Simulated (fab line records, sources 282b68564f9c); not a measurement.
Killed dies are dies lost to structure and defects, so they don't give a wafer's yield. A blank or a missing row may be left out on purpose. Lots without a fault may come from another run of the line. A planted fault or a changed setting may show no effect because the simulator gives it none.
fab line records | flow rit_cmos
record lots=13 wafers=39 last_day=7
route steps=202 shown SILICIDE@162
lots that met no fault: from a run of the same line without faults
start_h: hours from the record's first day to the start of the lot's first wafer shown | wait_h: hours since the lot's step before | " the same as in the row above | L1.1+2: a row that stands for several wafers | - no value, or no start given | * or withheld: withheld | < > ~ a bound
route shown NAME@n: a module of which the file shows steps, and the number in the route of the first | usual: mean/standard deviation of fault-free wafers | same: alike in all rows | chamber/n: place in a boat | sites: the reading at each site | _std_site: their standard deviation | _edge_site: outer sites' mean less inner sites' | radius_mm: how far each site lies from the wafer's centre | mask NAME#n: copy n | behind: the tool/chamber that last shaped the wafer | hold: why the lot was held/for how many hours/how that ended | device: the transistor (n, p or np) that didn't switch | end of line: the same wafers' tests at the end of the route | a step without rows: its recipe alone | killed: dies lost to structure and defects at the first sort, not the wafer's yield | map: a wafer's dies, x killed, . not, _ none there
set.NAME: the setting as run; set.NAME@STEP: as run at that earlier step | model.NAME: the simulator's own value behind a step, which no gauge read
steps of the route over a sample of lots; a table a step, a row a wafer
services: from which hour (start_h, from the record's first day; less than 0 if before it) a tool's chamber was out of use, for how many hours, and why
## steps
# step RIT_SILICIDE_SPUTTER_01
# recipe material=Ti target_thk_nm=30 power_w=337.6 chamber_pressure_pa=0.667 gas=Ar time_s=240 substrate_temp_c=25
# usual throttle_valve_pct=29.9/1.2
# columns lot.wafer tool chamber start_h wait_h throttle_valve_pct
L352.1 pvd_sputter-03 - 52.89 0.0 29.6
L352.4 " - " " 29.7
L352.5 " - " " 29.4
L353.2 pvd_sputter-04 - 61.14 0.0 31.6
L353.4 " - " " 32.7
L353.6 " - " " 28.1
L354.2 pvd_sputter-03 - 66.43 0.0 29.1
L354.3 " - " " 29.5
L354.5 " - " " 29.2
L355.1 pvd_sputter-04 - 73.05 0.0 31.5
L355.3 " - " " 30.2
L355.4 " - " " 28.0
L356.2 pvd_sputter-03 - 77.20 0.0 29.7
L356.4 " - " " 29.8
L356.6 " - " " 29.9
L357.1 pvd_sputter-04 - 82.40 0.0 30.4
L357.2 " - " " 32.8
L357.3 " - " " 31.7
L359.2 pvd_sputter-04 - 90.94 0.0 33.0
L359.4 " - " " 31.6
L359.6 " - " " 33.0
L360.1 pvd_sputter-03 - 99.14 0.0 29.5
L360.3 " - " " 29.5
L360.5 " - " " 29.5
L361.2 pvd_sputter-02 - 100.92 0.0 28.2
L361.4 " - " " 30.6
L361.5 " - " " 29.8
L366.2 pvd_sputter-02 - 126.90 0.0 30.8
L366.3 " - " " 29.6
L366.4 " - " " 28.7
L368.1 pvd_sputter-04 - 132.50 0.0 28.3
L368.2 " - " " 31.4
L368.4 " - " " 33.0
L370.1 pvd_sputter-02 - 144.67 0.0 28.2
L370.2 " - " " 29.8
L370.3 " - " " 30.6
L374.1 pvd_sputter-02 - 164.59 0.0 28.7
L374.2 " - " " 29.6
L374.4 " - " " 30.7
# step RIT_SILICIDE_RS_MEAS_02
# recipe thk_meas_gauge=four-point-probe reads=Ti_of_SILICIDE_SPUTTER_01
# usual SILICIDE_TI_RS=49.7/0.57
# columns lot.wafer tool chamber start_h wait_h SILICIDE_TI_RS[ohm/sq]
L352.1 film_metro-01 - 53.04 0.1 50.0
L352.4 " - " " 49.7
L352.5 " - " " 50.1
L353.2 film_metro-02 - 61.31 0.1 50.1
L353.4 " - " " 48.9
L353.6 " - " " 48.9
L354.2 film_metro-02 - 66.60 0.1 49.4
L354.3 " - " " 49.5
L354.5 " - " " 49.4
L355.1 film_metro-01 - 73.20 0.1 51.0
L355.3 " - " " 50.9
L355.4 " - " " 50.4
L356.2 film_metro-04 - 77.37 0.1 49.2
L356.4 " - " " 49.4
L356.6 " - " " 50.1
L357.1 film_metro-02 - 82.55 0.1 49.7
L357.2 " - " " 49.4
L357.3 " - " " 49.8
L359.2 film_metro-01 - 91.11 0.1 49.1
L359.4 " - " " 50.3
L359.6 " - " " 50.2
L360.1 film_metro-01 - 99.29 0.1 58.5
L360.3 " - " " 49.3
L360.5 " - " " 58.6
L361.2 film_metro-04 - 101.09 0.1 49.3
L361.4 " - " " 49.3
L361.5 " - " " 50.0
L366.2 film_metro-01 - 127.07 0.1 49.2
L366.3 " - " " 49.2
L366.4 " - " " 49.6
L368.1 film_metro-01 - 132.65 0.1 49.5
L368.2 " - " " 50.4
L368.4 " - " " 49.9
L370.1 film_metro-02 - 144.82 0.1 49.2
L370.2 " - " " 50.0
L370.3 " - " " 49.5
L374.1 film_metro-01 - 164.74 0.1 50.4
L374.2 " - " " 49.8
L374.4 " - " " 49.6
# step RIT_SILICIDE_THK_MEAS_03
# recipe thk_meas_gauge=xrf reads=Ti_of_SILICIDE_SPUTTER_01
# usual SILICIDE_TI_THK=28.8/0.31
# columns lot.wafer tool chamber start_h wait_h SILICIDE_TI_THK[nm]
L352.1 film_metro-01 - 53.16 0.1 28.7
L352.4 " - " " 28.8
L352.5 " - " " 28.6
L353.2 film_metro-02 - 61.42 0.1 28.6
L353.4 " - " " 29.1
L353.6 " - " " 29.1
L354.2 film_metro-02 - 66.71 0.1 28.7
L354.3 " - " " 28.8
L354.5 " - " " 28.8
L355.1 film_metro-01 - 73.32 0.1 28.2
L355.3 " - " " 28.3
L355.4 " - " " 28.5
L356.2 film_metro-04 - 77.48 0.1 28.7
L356.4 " - " " 28.7
L356.6 " - " " 28.4
L357.1 film_metro-02 - 82.67 0.1 28.5
L357.2 " - " " 28.8
L357.3 " - " " 28.5
L359.2 film_metro-01 - 91.22 0.1 29.0
L359.4 " - " " 28.6
L359.6 " - " " 28.6
L360.1 film_metro-01 - 99.41 0.1 25.4
L360.3 " - " " 28.9
L360.5 " - " " 25.2
L361.2 film_metro-04 - 101.20 0.1 28.9
L361.4 " - " " 29.0
L361.5 " - " " 28.5
L366.2 film_metro-01 - 127.18 0.1 29.3
L366.3 " - " " 29.1
L366.4 " - " " 29.0
L368.1 film_metro-01 - 132.77 0.1 28.9
L368.2 " - " " 28.6
L368.4 " - " " 28.8
L370.1 film_metro-02 - 144.94 0.1 29.0
L370.2 " - " " 28.4
L370.3 " - " " 28.7
L374.1 film_metro-01 - 164.86 0.1 28.7
L374.2 " - " " 28.9
L374.4 " - " " 29.0
## services
# columns tool chamber start_h hours kind
pvd_sputter-04 - 29.49 2.9 repair
pvd_sputter-02 - 63.99 2.9 repair
pvd_sputter-03 - 101.45 16.1 repair
pvd_sputter-03 - 112.44 2.2 repair
pvd_sputter-03 - 122.45 2.5 repair
pvd_sputter-03 - 148.62 1.4 repair
## key
first_sign step=RIT_SILICIDE_RS_MEAS_02 reading=SILICIDE_TI_RS direction=up sigmas=15 usual=49.7 struck=58.5
effect step=RIT_SILICIDE_THK_MEAS_03 reading=SILICIDE_TI_THK direction=down sigmas=11 usual=28.8 struck=25.3
met_at RIT_SILICIDE_SPUTTER_01
struck_lots L360
struck_wafers L360.1,L360.5
tester_left_out L360
onset_between 77.20 99.14
fault kind=process_parameter_drift tool=pvd_sputter-03 chamber=- onset_h=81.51 steps=RIT_SILICIDE_SPUTTER_01 channel=time_s offset=* shape=step end_h=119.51 stated=* scope=struck_wafers_only
# tester_left_out: of these lots the tester's yield and bins aren't shown, on N5 and GAA mostly nor the transistor test; their killed dies are dies lost to structure and defects alone, not to doping, threshold or leakage, so they don't give the yield
